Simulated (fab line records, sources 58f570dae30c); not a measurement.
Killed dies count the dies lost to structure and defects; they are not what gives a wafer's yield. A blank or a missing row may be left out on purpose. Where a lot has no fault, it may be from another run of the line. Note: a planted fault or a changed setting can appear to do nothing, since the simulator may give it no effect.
fab line records | flow berkeley_cmos170 | part 2 of 2: steps 27 to 35 of 35
record lots=5 | wafers=15 | last_day=11
route steps=331 shown NSD@191 BACKSIDE@199 SDANNEAL@204 PSD@206 PLDD@208 NLDD@209 SILICIDE@210 CONTACT@216
lots with no fault: from the same line, run without faults
start_h: start of the lot's first displayed wafer, in hours after the record's first day | wait_h: hours from the lot's prior step to this one | " the same as in the row above | L1.1+2: one row covering several wafers at once | - no value, or no start given | * or withheld: withheld | < > ~ a bound
route shown NAME@n: NAME is a module with steps in the file, n the number in the route of the first one | usual: mean/standard deviation of fault-free wafers | same: alike in all rows | chamber/n: place in a boat | sites: readings site by site | _std_site: standard deviation across them | _edge_site: mean of outer sites minus mean of inner sites | radius_mm: how far each site lies from the wafer's centre | mask NAME#n: copy n | behind: tool/chamber where the wafer was last shaped | hold: why the lot went on hold/how many hours it stayed there/how the hold came to an end | device: whichever transistor did not switch (one of n, p or np) | end of line: the tests these same wafers got at the end of their route | a step with no rows: only its recipe | killed: dies that structure and defects cost at the first sort, which is not the same as the wafer's yield | map: the dies of a wafer, with x for killed, . for not killed, _ for no die there
set.NAME: the setting the step ran with; set.NAME@STEP: the setting that earlier step ran with | model.NAME: the simulator's own value behind a step, which no gauge read
lots seen at some steps along the route; tables by step, rows by wafer
services: the hour from which a tool's chamber was out of use, counted from the record's first day as start_h (under 0 if before that day), plus the number of hours and why
## steps
# step UCB170_CONTACT_CVD_01
# recipe material=PSG | target_thk_nm=700 | temp_c=450 | precursor=SiH4/O2/PH3 | time_s=2820 | pressure_mtorr=300 | sih4_flow_sccm=60 | o2_flow_sccm=90 | ph3_flow_sccm=25
lot.wafer  | tool     | chamber | start_h | wait_h
L074.2+3+4 | lpcvd-02 | 0       | 150.06  | 0.0
L080.1+5+6 | lpcvd-02 | 0       | 170.11  | 1.4
L081.3+4+5 | lpcvd-02 | 0       | 182.96  | 0.2
L091.1+3+6 | lpcvd-01 | 1       | 219.71  | 1.5
L093.2+4+6 | lpcvd-01 | 0       | 242.04  | 1.3
# step UCB170_CONTACT_THK_MEAS_02
# recipe reads=PSG_of_CONTACT_CVD_01
# usual CONTACT_PSG_THK=699/6.4
lot.wafer | tool          | chamber | start_h | wait_h | CONTACT_PSG_THK[nm]
L074.2    | film_metro-01 | -       | 151.86  | 0.0    | 704
L074.3    | "             | -       | "       | "      | 701
L074.4    | "             | -       | "       | "      | 698
L080.1    | film_metro-02 | -       | 171.89  | 0.0    | 694
L080.5    | "             | -       | "       | "      | 697
L080.6    | "             | -       | "       | "      | 695
L081.3    | film_metro-01 | -       | 184.77  | 0.0    | 705
L081.4    | "             | -       | "       | "      | 703
L081.5    | "             | -       | "       | "      | 698
L091.1    | film_metro-02 | -       | 221.49  | 0.0    | 705
L091.3    | "             | -       | "       | "      | 697
L091.6    | "             | -       | "       | "      | 697
L093.2    | film_metro-02 | -       | 243.84  | 0.0    | 701
L093.4    | "             | -       | "       | "      | 697
L093.6    | "             | -       | "       | "      | 697
# step UCB170_CONTACT_HMDS_03
# recipe prime_time_s=60 | prime_temp_c=100
# usual exhaust_pa=44.8/0.87 | resist_line_temp_C=23.00/0.099
lot.wafer | tool           | chamber | start_h | wait_h | exhaust_pa | resist_line_temp_C
L074.2    | litho_track-02 | 0       | 152.52  | 0.6    | 43.6       | 22.91
L074.3    | "              | 0       | "       | "      | 45.6       | 22.96
L074.4    | "              | 0       | "       | "      | 43.6       | 22.90
L080.1    | litho_track-02 | 0       | 172.31  | 0.4    | 44.5       | 23.24
L080.5    | "              | 0       | "       | "      | 44.1       | 23.21
L080.6    | "              | 0       | "       | "      | 45.3       | 23.22
L081.3    | litho_track-01 | 0       | 184.86  | 0.1    | 43.2       | 23.07
L081.4    | "              | 0       | "       | "      | 43.0       | 23.09
L081.5    | "              | 0       | "       | "      | 43.5       | 23.08
L091.1    | litho_track-01 | 0       | 221.58  | 0.1    | 45.1       | 22.96
L091.3    | "              | 0       | "       | "      | 45.7       | 22.93
L091.6    | "              | 0       | "       | "      | 45.1       | 23.06
L093.2    | litho_track-02 | 0       | 244.10  | 0.2    | 44.4       | 22.97
L093.4    | "              | 0       | "       | "      | 47.2       | 22.87
L093.6    | "              | 0       | "       | "      | 45.8       | 22.97
# step UCB170_CONTACT_COAT_04
# recipe resist=KrF | spin_rpm=1500 | resist_thk_nm=900
# usual exhaust_pa=45.1/0.96 | resist_line_temp_C=22.99/0.094 | spin_speed_rpm=1500.3/1
lot.wafer | tool           | chamber | start_h | wait_h | exhaust_pa | resist_line_temp_C | spin_speed_rpm
L074.2    | litho_track-02 | 0       | 152.67  | 0.1    | 45.8       | 22.98              | 1499.5
L074.3    | "              | 0       | "       | "      | 46.6       | 23.00              | 1501.5
L074.4    | "              | 0       | "       | "      | 47.3       | 23.04              | 1500.6
L080.1    | litho_track-02 | 0       | 172.46  | 0.1    | 45.3       | 23.02              | 1500.9
L080.5    | "              | 0       | "       | "      | 46.1       | 23.14              | 1499.5
L080.6    | "              | 0       | "       | "      | 45.5       | 23.04              | 1500.5
L081.3    | litho_track-01 | 0       | 185.01  | 0.1    | 46.0       | 22.94              | 1500.5
L081.4    | "              | 0       | "       | "      | 43.9       | 23.13              | 1501.3
L081.5    | "              | 0       | "       | "      | 44.2       | 22.98              | 1500.2
L091.1    | litho_track-01 | 0       | 221.73  | 0.1    | 45.7       | 23.14              | 1499.3
L091.3    | "              | 0       | "       | "      | 44.6       | 23.06              | 1499.7
L091.6    | "              | 0       | "       | "      | 45.1       | 23.16              | 1501.0
L093.2    | litho_track-02 | 0       | 244.25  | 0.1    | 46.0       | 23.00              | 1499.4
L093.4    | "              | 0       | "       | "      | 46.4       | 23.04              | 1499.6
L093.6    | "              | 0       | "       | "      | 46.1       | 23.04              | 1501.1
# step UCB170_CONTACT_SOFTBAKE_05
# recipe resist=KrF | temp_c=130 | time_s=60
# usual exhaust_pa=45.0/0.85 | resist_line_temp_C=23.02/0.12
lot.wafer | tool           | chamber | start_h | wait_h | exhaust_pa | resist_line_temp_C
L074.2    | litho_track-02 | 0       | 152.82  | 0.1    | 45.2       | 22.99
L074.3    | "              | 0       | "       | "      | 43.8       | 23.18
L074.4    | "              | 0       | "       | "      | 44.6       | 22.94
L080.1    | litho_track-02 | 0       | 172.61  | 0.1    | 45.0       | 22.84
L080.5    | "              | 0       | "       | "      | 45.3       | 22.95
L080.6    | "              | 0       | "       | "      | 44.4       | 23.12
L081.3    | litho_track-01 | 0       | 185.16  | 0.1    | 44.4       | 23.07
L081.4    | "              | 0       | "       | "      | 44.3       | 23.10
L081.5    | "              | 0       | "       | "      | 45.4       | 23.07
L091.1    | litho_track-01 | 0       | 221.88  | 0.1    | 45.6       | 23.03
L091.3    | "              | 0       | "       | "      | 45.2       | 23.15
L091.6    | "              | 0       | "       | "      | 44.7       | 23.10
L093.2    | litho_track-02 | 0       | 244.40  | 0.1    | 46.2       | 22.82
L093.4    | "              | 0       | "       | "      | 46.3       | 23.13
L093.6    | "              | 0       | "       | "      | 45.5       | 22.93
# step UCB170_CONTACT_STRIP_06
# recipe chemistry=O2 | power_w=400 | pressure_mtorr=3500 | platen_temp_c=withheld | o2_flow_sccm=400 | overash_fraction=0.5
# usual drypump_motor_current_A=5.6/0.46 | oes_product_au=0.734/0.0046 | strip_time_to_endpoint_s=21.97/0.066
lot.wafer | tool            | chamber | start_h | wait_h | drypump_motor_current_A | oes_product_au | rf_hours_counter_h | strip_time_to_endpoint_s
L074.2    | plasma_asher-01 | 0       | 152.94  | 0.1    | 5.3                     | 0.735          | 4                  | 21.97
L074.3    | "               | 1       | "       | "      | 5.4                     | 0.732          | -                  | 21.96
L074.4    | "               | 0       | "       | "      | 5.3                     | 0.732          | -                  | 21.94
L080.1    | plasma_asher-04 | 1       | 172.76  | 0.1    | 6.4                     | 0.735          | 40                 | 22.03
L080.5    | "               | 0       | "       | "      | 5.3                     | 0.731          | -                  | 22.00
L080.6    | "               | 1       | "       | "      | 6.3                     | 0.728          | -                  | 22.02
L081.3    | plasma_asher-02 | 1       | 185.29  | 0.1    | 6.1                     | 0.739          | -                  | 21.90
L081.4    | "               | 0       | "       | "      | 5.1                     | 0.735          | -                  | 21.92
L081.5    | "               | 1       | "       | "      | 6.1                     | 0.739          | -                  | 21.92
L091.1    | plasma_asher-04 | 1       | 222.03  | 0.1    | 6.4                     | 0.737          | 46                 | 21.97
L091.3    | "               | 0       | "       | "      | 5.3                     | 0.734          | -                  | 21.98
L091.6    | "               | 1       | "       | "      | 6.3                     | 0.737          | -                  | 22.00
L093.2    | plasma_asher-02 | 0       | 244.52  | 0.1    | 5.1                     | 0.736          | 59                 | 21.88
L093.4    | "               | 1       | "       | "      | 6.1                     | 0.729          | -                  | 21.92
L093.6    | "               | 1       | "       | "      | 6.1                     | 0.734          | -                  | 21.93
# step UCB170_CONTACT_CLEAN_07
# recipe chemistry=SPM | temp_c=120 | time_s=600
lot.wafer  | tool         | chamber | start_h | wait_h
L074.2+3+4 | wet_bench-04 | 0       | 153.04  | 0.1
L080.1+5+6 | wet_bench-03 | 1       | 172.93  | 0.1
L081.3+4+5 | wet_bench-02 | 0       | 185.36  | 0.0
L091.1+3+6 | wet_bench-04 | 1       | 222.30  | 0.2
L093.2+4+6 | wet_bench-03 | 0       | 244.62  | 0.1
# step UCB170_CONTACT_RTA_08
# recipe temp_c=900 | time_s=10 | ambient=N2
# usual lamp_power_pct=23.0/2.6 | wafer_temp_C_max=903.7/0.92
lot.wafer | tool          | chamber | start_h | wait_h | lamp_power_pct | wafer_temp_C_max
L074.2    | rtp_anneal-01 | 0       | 153.24  | 0.0    | 20.4           | 903.2
L074.3    | "             | 0       | "       | "      | 20.4           | 904.8
L074.4    | "             | 0       | "       | "      | 20.5           | 904.2
L080.1    | rtp_anneal-01 | 0       | 173.12  | 0.0    | 20.4           | 904.9
L080.5    | "             | 0       | "       | "      | 20.5           | 904.4
L080.6    | "             | 0       | "       | "      | 20.4           | 903.9
L081.3    | rtp_anneal-01 | 0       | 185.57  | 0.0    | 20.4           | 904.8
L081.4    | "             | 0       | "       | "      | 20.4           | 904.5
L081.5    | "             | 0       | "       | "      | 20.5           | 905.0
L091.1    | rtp_anneal-02 | 0       | 222.47  | 0.0    | 25.6           | 903.4
L091.3    | "             | 0       | "       | "      | 25.5           | 903.9
L091.6    | "             | 0       | "       | "      | 25.6           | 903.8
L093.2    | rtp_anneal-01 | 0       | 244.81  | 0.0    | 20.4           | 903.9
L093.4    | "             | 0       | "       | "      | 20.4           | 903.4
L093.6    | "             | 0       | "       | "      | 20.4           | 905.2
# step UCB170_CONTACT_COAT_09
# recipe resist=BARC | temp_c=withheld | time_s=withheld | spin_rpm=3000 | resist_thk_nm=withheld
# usual exhaust_pa=45.0/0.89 | resist_line_temp_C=* | spin_speed_rpm=2999.6/2
lot.wafer | tool           | chamber | start_h | wait_h | exhaust_pa | resist_line_temp_C | spin_speed_rpm
L074.2    | litho_track-03 | 0       | 153.64  | 0.4    | 44.5       | *                  | 2999.9
L074.3    | "              | 0       | "       | "      | 45.1       | *                  | 3002.2
L074.4    | "              | 0       | "       | "      | 44.3       | *                  | 3003.2
L080.1    | litho_track-01 | 0       | 173.26  | 0.1    | 45.1       | *                  | 3002.3
L080.5    | "              | 0       | "       | "      | 45.8       | *                  | 2998.2
L080.6    | "              | 0       | "       | "      | 45.2       | *                  | 2997.3
L081.3    | litho_track-03 | 0       | 185.76  | 0.2    | 45.1       | *                  | 2998.0
L081.4    | "              | 0       | "       | "      | 47.2       | *                  | 3000.5
L081.5    | "              | 0       | "       | "      | 47.0       | *                  | 3002.1
L091.1    | litho_track-02 | 0       | 222.54  | 0.1    | 44.7       | *                  | 3001.6
L091.3    | "              | 0       | "       | "      | 45.0       | *                  | 3000.2
L091.6    | "              | 0       | "       | "      | 43.5       | *                  | 2998.5
L093.2    | litho_track-02 | 0       | 245.10  | 0.3    | 43.6       | *                  | 3000.6
L093.4    | "              | 0       | "       | "      | 44.4       | *                  | 2995.7
L093.6    | "              | 0       | "       | "      | 44.2       | *                  | 2997.8
## services
tool            | chamber | start_h | hours | kind
implanter-02    | -       | 125.26  | 2.2   | repair
pvd_sputter-03  | -       | 126.50  | 4.7   | repair
implanter-03    | -       | 146.23  | 2.3   | repair
plasma_asher-01 | -       | 163.66  | 9.1   | repair
implanter-03    | -       | 172.35  | 2.0   | repair
implanter-02    | -       | 190.28  | 2.1   | repair
plasma_asher-03 | -       | 199.62  | 1.3   | repair
plasma_asher-01 | -       | 205.54  | 1.5   | repair
plasma_asher-03 | -       | 227.13  | 12.4  | repair
pvd_sputter-02  | -       | 229.04  | 2.8   | repair
plasma_asher-03 | -       | 232.44  | 3.0   | repair
plasma_asher-01 | -       | 237.56  | 0.7   | repair
